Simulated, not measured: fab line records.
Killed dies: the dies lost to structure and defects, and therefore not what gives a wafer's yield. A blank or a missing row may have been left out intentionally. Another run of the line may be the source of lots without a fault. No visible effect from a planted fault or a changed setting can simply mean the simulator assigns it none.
Struck lot and sound lot, side by side ; flow berkeley-cmos170 ; 41 steps out of a route of 331
Sound: wafers L765.1, L765.2, L765.6. Struck: wafers L777.1, L777.2, L777.6. At the end, the cause is stated.
At each step with rows: each side's tool, then ch and its chambers, then its first start. Under that, the readings that differ: sound wafers ; struck wafers ; difference of the means ; sigmas: that difference in standard deviations of wafers without a fault.
alike: readings whose means differ by less than 2 such deviations, and words and numbers that are the same on both sides. not compared: withheld readings, readings that some wafer has no value for, bounds like >300 that may hide the same value, and numbers for which the record gives no deviation and whose values overlap.
A row with sigmas, a row that says differs or no value, or rows on one side alone: a step with any of these is where the two part. Non-overlapping numbers with no deviation appear without sigmas and do not part them. A reading that every wafer of one side lacks parts them only if that side has two wafers or more.

first, 2 steps without rows for these wafers: UCB170_PFIELD_PEB_04; UCB170_PFIELD_DEVELOP_05 (develop time 45 s).
UCB170_PFIELD_OVL_MEAS_06:
  sound on overlay-02 at day 5 21:07; struck on overlay-01 at day 7 18:41
  alike: PFIELD_OVL
next, for these wafers, 1 step has no rows: UCB170_PFIELD_IMPLANT_07.
UCB170_PFIELD_STRIP_08: strips in O2.
  sound on plasma-asher-01 ch 0,1, day 5 21:17; struck on plasma-asher-04 ch 0,1, day 7 18:52
  alike: drypump-motor-current-A, oes-product-au, strip-time-to-endpoint-s
  not compared: rf-hours-counter-h
UCB170_PFIELD_TW_MEAS_09:
  sound on film-metro-04 at day 5 21:23; struck on film-metro-04 at day 7 18:58
  alike: PFIELD_TW
then, 2 steps without rows for these wafers: UCB170_FIELD_CLEAN_00 (cleans in dHF, time 7.5 s); UCB170_FIELD_OXIDATION_01 (target thk 558.3 nm, ox time 7200 s).
UCB170_FIELD_THK_MEAS_02:
  sound on film-metro-01 at day 6 01:25; struck on film-metro-01 at day 7 23:19
  alike: FIELD_OXIDE_THK
then, 3 steps without rows for these wafers: UCB170_FIELD_ANNEAL_03 (time 1200 s); UCB170_FIELD_WET_ETCH_04 (etches SiO2 in dHF, time 60 s); UCB170_FIELD_WET_ETCH_05 (etches Si3N4 in H3PO4, time 12600 s).
UCB170_FIELD_WET_ETCH_06: etches SiO2 in BOE, time 22 s.
  sound on wet-bench-04 ch 2, day 6 10:10; struck on wet-bench-01 ch 0, day 8 06:46
  no value came back on the struck wafers for bath-heat-duty-pct (%), run-length-s (s); on the sound wafers bath-heat-duty-pct (%) reads 5.9 6.5 6.2
reading;sound;struck;difference;sigmas
model.SiO2_of_FIELD_OXIDATION_01.thk-nm (nm);478.6 462 472.1;503.4 499.5 511.3;+33.8;
model.SiO2_of_ACTIVE_OXIDATION_02.thk-nm (nm);0 0 0;20.38 21.24 21.53;+21.05;
UCB170_FIELD_THK_MEAS_90:
  sound on film-metro-02 at day 6 10:10; struck on film-metro-01 at day 8 06:47
reading;sound;struck;difference;sigmas
FIELD_OXIDE_LEFT_1_THK (nm);478 462 472;503 500 511;+34;+3
then, 11 steps without rows for these wafers: UCB170_SACOX_CLEAN_00 (cleans in dHF, time 7.5 s); UCB170_SACOX_OXIDATION_01 (target thk 14.4 nm, ox time 2400 s); UCB170_SCREENOX_WET_ETCH_00 (etches SiO2 in dHF, time 200 s); UCB170_SCREENOX_OXIDATION_01 (target thk 14.4 nm, ox time 2400 s); UCB170_SCREENOX_ANNEAL_03 (time 900 s); UCB170_NVT_HMDS_00 (prime time 60 s); UCB170_NVT_COAT_01 (resist thk 900 nm); UCB170_NVT_SOFTBAKE_02 (time 60 s); UCB170_NVT_EXPOSE_03 (exposes mask PWELL, target cd 3000 nm); UCB170_NVT_PEB_04; UCB170_NVT_DEVELOP_05 (develop time 45 s).
UCB170_NVT_OVL_MEAS_06:
  sound on overlay-02 at day 7 01:51; struck on overlay-02 at day 8 21:57
  alike: NVT_OVL
next, for these wafers, 1 step has no rows: UCB170_NVT_IMPLANT_07.
UCB170_NVT_STRIP_08: strips in O2.
  sound on plasma-asher-01 ch 0,1, day 7 02:02; struck on plasma-asher-01 ch 0,1, day 8 22:08
  alike: drypump-motor-current-A, oes-product-au, strip-time-to-endpoint-s
  not compared: rf-hours-counter-h
UCB170_NVT_TW_MEAS_09:
  sound on film-metro-01 at day 7 02:08; struck on film-metro-03 at day 8 22:14
  alike: NVT_TW
then, 3 steps without rows for these wafers: UCB170_NVT_CLEAN_10 (cleans in SPM, time 600 s); UCB170_PVT_HMDS_00 (prime time 60 s); UCB170_PVT_COAT_01 (resist thk 900 nm).
UCB170_PVT_SOFTBAKE_02: time 62.52 s.
  sound on litho-track-02 ch 0, day 7 03:02; struck on litho-track-03 ch 0, day 9 00:16
  alike: plate-sensor-t-centre-C, plate-sensor-t-edge-C
then, 3 steps without rows for these wafers: UCB170_PVT_EXPOSE_03 (exposes mask NWELL, target cd 3000 nm); UCB170_PVT_PEB_04; UCB170_PVT_DEVELOP_05 (develop time 45 s).
UCB170_PVT_OVL_MEAS_06:
  sound on overlay-01 at day 7 03:55; struck on overlay-01 at day 9 00:49
reading;sound;struck;difference;sigmas
PVT_OVL (nm);-11 -9 -11;5 3 0;+13;+2
next, for these wafers, 1 step has no rows: UCB170_PVT_IMPLANT_07.
UCB170_PVT_STRIP_08: strips in O2.
  sound on plasma-asher-04 ch 0,1, day 7 04:05; struck on plasma-asher-02 ch 0,1, day 9 01:00
  alike: drypump-motor-current-A, oes-product-au, strip-time-to-endpoint-s
  not compared: rf-hours-counter-h
UCB170_PVT_TW_MEAS_09:
  sound on film-metro-01 at day 7 04:11; struck on film-metro-01 at day 9 01:06
  alike: PVT_TW
UCB170_FIELD_THK_MEAS_91:
  sound on film-metro-04 at day 7 04:19; struck on film-metro-01 at day 9 03:25
reading;sound;struck;difference;sigmas
FIELD_OXIDE_LEFT_2_THK (nm);391 374 384;415 411 423;+33;+3

## WHERE THEY PART
Last at UCB170_FIELD_THK_MEAS_91 as far as this record goes, first at UCB170_FIELD_WET_ETCH_06.

WHY: what had been put in by the simulator
At UCB170_FIELD_WET_ETCH_06, the step was skipped entirely on wet-bench-01 from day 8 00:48 on. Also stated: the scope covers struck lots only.
